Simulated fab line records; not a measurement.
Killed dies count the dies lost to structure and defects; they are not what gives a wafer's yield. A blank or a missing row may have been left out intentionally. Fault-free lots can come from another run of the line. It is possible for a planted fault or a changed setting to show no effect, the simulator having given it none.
A struck lot beside a sound one | flow berkeley-cmos170 | 14 steps out of a route of 331
Sound: the wafers L435.3, L435.5, L435.6. The struck wafers were L433.1, L433.3, L433.4. The cause is named last.
For every step that has rows: the tool of each side, followed by ch and its chambers, followed by its first start. Under that, the readings that differ: sound wafers | struck wafers | difference of the means | sigmas: that difference in standard deviations of wafers without a fault.
alike: a reading whose means differ by less than 2 such deviations, as well as words and numbers matching on both sides. not compared: withheld readings; readings where some wafer has no value; bounds like >300 that might hide an equal value; numbers whose values overlap and for which the record gives no deviation.
A row with sigmas, a row that says differs or no value, or rows on one side alone: a step with any of these is where the two part. Non-overlapping numbers with no deviation appear without sigmas and do not part them. A reading that every wafer of one side lacks parts them only if that side has two wafers or more.

UCB170_PWELL_STRIP_16: strips in O2.
  sound on plasma-asher-03 ch 0,1, day 6 08:07; struck on plasma-asher-03 ch 0,1, day 5 19:48
  alike: drypump-motor-current-A, oes-product-au, strip-time-to-endpoint-s
  not compared: rf-hours-counter-h
UCB170_PWELL_TW_MEAS_17:
  sound on film-metro-04, day 6 08:12; struck on film-metro-03, day 5 19:54
  alike: PWELL_TW
then, 5 steps without rows for these wafers: UCB170_PWELL_CLEAN_18 (cleans in SPM, time 600 s); UCB170_PWELL_WET_ETCH_19 (etches Si3N4 in H3PO4, time 14400 s); UCB170_PWELL_WET_ETCH_20 (etches SiO2 in BOE, time 22 s); UCB170_WELLDRIVE_CLEAN_00 (cleans in SPM, time 600 s); UCB170_WELLDRIVE_OXIDATION_01 (target thk 199 nm, ox time 9000 s).
UCB170_WELLDRIVE_THK_MEAS_02:
  sound on film-metro-02, day 6 19:27; struck on film-metro-01, day 6 07:49
  reading                  | sound       | struck      | difference | sigmas
  WELLDRIVE_OXIDE_THK (nm) | 204 204 207 | 197 198 196 | -8         | -2
then, 4 steps without rows for these wafers: UCB170_WELLDRIVE_ANNEAL_03 (time 900 s); UCB170_WELLDRIVE_WET_ETCH_04 (etches SiO2 in BOE, time 120 s); UCB170_ACTIVE_CLEAN_00 (cleans in SPM, time 600 s); UCB170_ACTIVE_CLEAN_01 (cleans in dHF, time 60 s).
UCB170_ACTIVE_OXIDATION_02: target thk 26.4 nm, ox time 1260 s.
  struck on furnace-04, day 6 09:50; sound on furnace-04 ch 0, day 6 23:46
  no value came back on the struck wafers for ox-temp-c (C), ox-temp-c-max, spike-tc-centre-C (C), spike-tc-load-C (C); on the sound wafers ox-temp-c (C) reads 1000.6 1000.8 1000.3
then, 1 step without rows for these wafers: UCB170_ACTIVE_ANNEAL_04 (time 900 s).

## WHERE THEY PART
First at UCB170_WELLDRIVE_THK_MEAS_02; last, within this record, at UCB170_ACTIVE_OXIDATION_02.

WHY: the cause the simulator had injected
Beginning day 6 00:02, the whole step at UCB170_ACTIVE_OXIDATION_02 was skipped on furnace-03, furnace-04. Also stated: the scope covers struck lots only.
